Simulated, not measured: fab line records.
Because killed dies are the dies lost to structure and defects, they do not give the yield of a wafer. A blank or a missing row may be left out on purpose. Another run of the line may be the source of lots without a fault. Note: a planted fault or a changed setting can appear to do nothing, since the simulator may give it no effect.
Comparing a struck lot with a sound one ; flow ritCmos ; 15 out of 202 route steps
Sound: these wafers, L915.1, L915.5, L915.6. The struck wafers were L927.2, L927.4, L927.5. The cause comes at the end.
At each step with rows: each side's tool, then ch and its chambers, then its first start. Under that, the readings that differ: sound wafers ; struck wafers ; difference of the means ; sigmas: that difference in standard deviations of wafers without a fault.
alike: same words and numbers on both sides, and readings whose means sit less than 2 such deviations apart. not compared: any withheld reading, any reading some wafer has no value for, any bound like >300 that may hide the same value, and any number with overlapping values for which the record gives no deviation.
Wherever a step has rows on one side only, a row that says differs or no value, or a row with sigmas, the two part there. Non-overlapping numbers with no deviation appear without sigmas and do not part them. A reading that every wafer of one side lacks parts them only if that side has two wafers or more.

RIT_M1_SPUTTER_00: material Al, target thk 400 nm, time 500 s.
  sound on pvdSputter-04 at day 4 01:33; struck on pvdSputter-01 at day 6 12:38
  alike: throttleValvePct
RIT_M1_RS_MEAS_01: the measuring method here is four-point-probe.
  sound on filmMetro-01 at day 4 01:50; struck on filmMetro-03 at day 6 12:56
  alike: M1_AL_RS
RIT_M1_THK_MEAS_02: measures by xrf.
  sound on filmMetro-01 at day 4 01:58; struck on filmMetro-03 at day 6 13:03
  alike: M1_AL_THK
then, 6 steps without rows for these wafers: RIT_M1_HMDS_03 (prime time 60 s); RIT_M1_COAT_04 (resist thk 1300 nm); RIT_M1_SOFTBAKE_05 (time 60 s); RIT_M1_EXPOSE_06 (exposes mask M12, target cd 2600 nm); RIT_M1_PEB_07; RIT_M1_DEVELOP_08 (develop time 68 s).
RIT_M1_CD_MEAS_09: target cd 2600 nm.
  sound on cdSem-02 at day 4 03:01; struck on cdSem-02 at day 6 14:08
  alike: cdNm
RIT_M1_OVL_MEAS_10:
  sound on overlay-01 at day 4 03:08; struck on overlay-01 at day 6 14:14
  alike: M1_OVL
then, 1 step without rows for these wafers: RIT_M1_HARDBAKE_11 (time 120 s).
RIT_M1_METAL_ETCH_12: etches Al in Cl2/BCl3, stops on SiO2, time 165 s, target depth 600 nm.
  sound on rieMetal-01 ch 0,1, day 4 03:26; struck on rieMetal-01 ch 0,1, day 6 14:37
reading;sound;struck;difference;sigmas
oesProductAu (a.u.);0.767 0.795 0.767;0.706 0.737 0.691;-0.065;-5
overEtchFrac;0.5 0.5 0.5;0.78163 0.78163 0.78163;+0.28163;
model.NOVOLAK_of_M1_COAT_04.thkNm (nm);807.9 814.7 804.8;748 761.5 745;-58;
  alike: drypumpMotorCurrentA, throttleValvePct
  not compared: rfHoursCounterH
then, 1 step without rows for these wafers: RIT_M1_STRIP_13 (strips in nmp, time 600 s).
RIT_M1_PROBE_99:
  sound on prober-02 at day 4 05:41; struck on prober-02 at day 6 16:55
  alike: defectLimitedYield, killedAtContacts, killedAtFrontEnd, killedDies, killedOpen, killedShort, sort_bin_3_pad_short, sort_bin_5_function, sort_bin_6_memory, sortNPass, sortYieldPct
  not compared: model.etest.antennaM1.vtShiftV

== WHERE THEY PART ==
Only at RIT_M1_METAL_ETCH_12, within this record. Later steps at which nothing parts them and some readings are alike: RIT_M1_PROBE_99.

WHY: what had been put in by the simulator
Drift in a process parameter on rieMetal-01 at RIT_M1_METAL_ETCH_12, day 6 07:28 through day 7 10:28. The setting overEtchFrac was moved by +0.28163, starting from 0.5.
